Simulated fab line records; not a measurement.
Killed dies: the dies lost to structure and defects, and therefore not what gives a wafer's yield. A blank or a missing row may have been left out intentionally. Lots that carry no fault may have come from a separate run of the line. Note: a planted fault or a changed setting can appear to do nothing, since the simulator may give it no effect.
The tool behind it: which one? || flow rit cmos || Sampling: 15 lots, 45 wafers, 2 of 202 route steps

## WHAT THE GAUGES SHOWED, per wafer
RIT_CONTACT_THK_MEAS_01.
{"lot": "L725", "measured": "day 3 07:38", "on": "film metro-03", "CONTACT_TEOS_THK (nm)": "397 394 402"}
{"lot": "L726", "measured": "day 3 13:09", "on": "film metro-03", "CONTACT_TEOS_THK (nm)": "391 391 398"}
{"lot": "L727", "measured": "day 3 23:16", "on": "film metro-04", "CONTACT_TEOS_THK (nm)": "402 407 409"}
{"lot": "L728", "measured": "day 4 04:19", "on": "film metro-04", "CONTACT_TEOS_THK (nm)": "785 799 804 786 799 804"}
{"lot": "L729", "measured": "day 4 08:31", "on": "film metro-01", "CONTACT_TEOS_THK (nm)": "401 392 403"}
{"lot": "L730", "measured": "day 4 13:22", "on": "film metro-03", "CONTACT_TEOS_THK (nm)": "396 401 404"}
{"lot": "L731", "measured": "day 4 20:03", "on": "film metro-04", "CONTACT_TEOS_THK (nm)": "401 400 410"}
{"lot": "L733", "measured": "day 5 05:11", "on": "film metro-01", "CONTACT_TEOS_THK (nm)": "798 813 809 797 813 810"}
{"lot": "L737", "measured": "day 5 20:21", "on": "film metro-03", "CONTACT_TEOS_THK (nm)": "394 393 401"}
{"lot": "L738", "measured": "day 6 00:46", "on": "film metro-04", "CONTACT_TEOS_THK (nm)": "815 813 817 814 813 816"}
{"lot": "L741", "measured": "day 6 13:40", "on": "film metro-01", "CONTACT_TEOS_THK (nm)": "393 393 400"}
{"lot": "L742", "measured": "day 6 20:59", "on": "film metro-01", "CONTACT_TEOS_THK (nm)": "401 404 405"}
{"lot": "L743", "measured": "day 7 01:47", "on": "film metro-03", "CONTACT_TEOS_THK (nm)": "389 397 390"}
{"lot": "L744", "measured": "day 7 04:17", "on": "film metro-01", "CONTACT_TEOS_THK (nm)": "396 395 401"}
{"lot": "L746", "measured": "day 7 16:07", "on": "film metro-04", "CONTACT_TEOS_THK (nm)": "397 402 402"}

## WHICH TOOL RAN EACH LOT (tool, then ch and the chambers of the sampled wafers, then the start)
{"lot": "L725", "RIT_CONTACT_CVD_00": "pecvd-03 ch 0,1, day 3 07:35"}
{"lot": "L726", "RIT_CONTACT_CVD_00": "pecvd-04 ch 0,1, day 3 13:06"}
{"lot": "L727", "RIT_CONTACT_CVD_00": "pecvd-02 ch 1,2, day 3 23:13"}
{"lot": "L728", "RIT_CONTACT_CVD_00": "pecvd-03 ch 0,1, day 4 04:02"}
{"lot": "L729", "RIT_CONTACT_CVD_00": "pecvd-04 ch 0,2, day 4 08:28"}
{"lot": "L730", "RIT_CONTACT_CVD_00": "pecvd-02 ch 1,2, day 4 13:19"}
{"lot": "L731", "RIT_CONTACT_CVD_00": "pecvd-03 ch 1,2, day 4 19:59"}
{"lot": "L733", "RIT_CONTACT_CVD_00": "pecvd-02 ch 0,1, day 5 04:50"}
{"lot": "L737", "RIT_CONTACT_CVD_00": "pecvd-03 ch 1,2, day 5 20:17"}
{"lot": "L738", "RIT_CONTACT_CVD_00": "pecvd-04 ch 0,1,2, day 6 00:30"}
{"lot": "L741", "RIT_CONTACT_CVD_00": "pecvd-04 ch 0,1, day 6 13:36"}
{"lot": "L742", "RIT_CONTACT_CVD_00": "pecvd-02 ch 1,2, day 6 20:56"}
{"lot": "L743", "RIT_CONTACT_CVD_00": "pecvd-03 ch 0,2, day 7 01:44"}
{"lot": "L744", "RIT_CONTACT_CVD_00": "pecvd-04 ch 1,2, day 7 04:14"}
{"lot": "L746", "RIT_CONTACT_CVD_00": "pecvd-02 ch 0,1, day 7 16:04"}
- RIT_CONTACT_CVD_00: deposits SiO2 from TEOS, target thk 400 nm, time 61 s.

## AS READ BY THE TOOLS THEMSELVES (means over the sampled wafers that have a number; for cases with no such wafer, the mark the record gives instead)
RIT_CONTACT_CVD_00.
{"lot": "L725", "tool": "pecvd-03", "heater power w (W)": 341}
{"lot": "L726", "tool": "pecvd-04", "heater power w (W)": 276}
{"lot": "L727", "tool": "pecvd-02", "heater power w (W)": 340}
{"lot": "L728", "tool": "pecvd-03", "heater power w (W)": 340}
{"lot": "L729", "tool": "pecvd-04", "heater power w (W)": 312}
{"lot": "L730", "tool": "pecvd-02", "heater power w (W)": 303}
{"lot": "L731", "tool": "pecvd-03", "heater power w (W)": 270}
{"lot": "L733", "tool": "pecvd-02", "heater power w (W)": 312}
{"lot": "L737", "tool": "pecvd-03", "heater power w (W)": 261}
{"lot": "L738", "tool": "pecvd-04", "heater power w (W)": 279}
{"lot": "L741", "tool": "pecvd-04", "heater power w (W)": 252}
{"lot": "L742", "tool": "pecvd-02", "heater power w (W)": 334}
{"lot": "L743", "tool": "pecvd-03", "heater power w (W)": 296}
{"lot": "L744", "tool": "pecvd-04", "heater power w (W)": 324}
{"lot": "L746", "tool": "pecvd-02", "heater power w (W)": 335}

## THE ANSWER, worked out from the rows above alone
Rule: usual is defined by the lots themselves. The widest of any qualifying gaps counts: lots, ordered by their means at a reading, are off when they make up no more than a third of the lots, leave a main group of 4 or more, and stand apart from it by 3 or more times the standard deviation of that group's means. If all means in a main group match to the digits the tables above print for the reading, that group is not used. Also off: a lot with no number at a reading for which 4 or more lots have one. Where the step has rows for the other lots, those lots are counted as sound. The gauges are gone through in route order, then the tools' own readings, and for those a lot's mean is taken as printed above. At the first step where some lot is off, the reading lying furthest off is the one used; lots without a number count as furthest.
Off: at RIT_CONTACT_THK_MEAS_01 (CONTACT_TEOS_THK), L728, L733, L738. The main group: mean 399 nm, standard deviation 4.1.
If a tool, at a process step before that reading, ran all the lots that are off and no sound lot after the first of them, it fits. Gauges at RIT_CONTACT_THK_MEAS_01: tried the same way as those tools. Of those tried, none fits.

## WHAT THE SIMULATOR HAD PUT IN
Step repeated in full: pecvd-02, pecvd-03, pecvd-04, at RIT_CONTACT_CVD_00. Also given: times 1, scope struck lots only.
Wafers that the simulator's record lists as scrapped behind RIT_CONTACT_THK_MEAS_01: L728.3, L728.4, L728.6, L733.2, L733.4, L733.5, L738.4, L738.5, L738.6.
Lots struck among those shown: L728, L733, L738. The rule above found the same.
